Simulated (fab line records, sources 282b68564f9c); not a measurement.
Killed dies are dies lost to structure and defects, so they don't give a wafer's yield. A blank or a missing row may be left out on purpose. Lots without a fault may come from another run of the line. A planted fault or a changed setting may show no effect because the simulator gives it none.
Problem report in the 8D (eight disciplines) form, filled by code | flow rit_cmos | the parts of the form that need people (team, actions taken, sign-off) are left out

1. THE PROBLEM
heater_power_total_W at RIT_NLDD_SOFTBAKE_02 reads a mean of 34.96 W on 6 wafers of 2 lots; wafers without a fault read 34.57 W with a standard deviation of 0.049. That is +8.0 standard deviations from the usual mean.
The step: time 60 s.
First seen on wafer L104.1, day 4 19:58, on litho_track-01. The record holds 42 wafers of 14 lots with a number at this step. Rule for "out", or "out of limits": more than 4 standard deviations from the usual mean. The other wafers with a number count as sound.

2. WHAT IT IS AND WHAT IT IS NOT
question                    | is                                 | is not
which readings at this step | heater_power_total_W, plate_temp_C | -
which lots                  | L104, L105                         | L100, L101, L102, L103, L113, L114, L116, L994, L996, L997, L998, L999
which wafers of those lots  | all that have a number             | -
read on which tools         | litho_track-01                     | litho_track-02, litho_track-03
when                        | from day 4 19:58                   | up to then (27 sound wafers); but 9 sound wafers of L113, L114, L116 came after

3. SUSPECTS, AND WHAT RULES EACH OUT
Counting: a tool at a process step up to the reading stays a suspect if it ran every lot that is out and no sound lot after the first of them.
- litho_track-01 at RIT_NLDD_SOFTBAKE_02 (time 60 s): kept. It ran every lot that is out, first L104 (day 4 19:58), and no sound lot after that; its last sound lot up to then is L100 (day 3 22:59). Its own readings are out on those wafers: heater_power_total_W, plate_temp_C.
Left after counting: litho_track-01 at RIT_NLDD_SOFTBAKE_02.

4. THE CAUSE (what the simulator had put in)
Process parameter drift: litho_track-01, from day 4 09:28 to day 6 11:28, at RIT_NLDD_SOFTBAKE_02. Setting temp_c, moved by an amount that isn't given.
Counting left only this tool.

5. THE CHAIN OF EFFECTS, in route order
Each row: a reading whose mean over the struck wafers that have a number lies more than 3 standard deviations from the usual. Only readings for which the record gives a usual standard deviation are gone through. hours: the time from each lot's start at the first step in this table that gives one to its start at this step, as a median over the lots. sigmas: the change in usual standard deviations.
hours | step                 | reading              | usual   | on struck wafers | change | sigmas
0     | RIT_NLDD_SOFTBAKE_02 | heater_power_total_W | 34.57 W | 34.96            | +0.39  | +8.0
0     | RIT_NLDD_SOFTBAKE_02 | plate_temp_C         | 89.99 C | 90.77            | +0.78  | +7.1
The process steps in it:
- RIT_NLDD_SOFTBAKE_02: time 60 s.

6. WHAT WOULD HAVE CAUGHT IT SOONER
In this record the first reading out of limits was taken at day 4 19:58, 10 hours after the fault began at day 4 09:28.
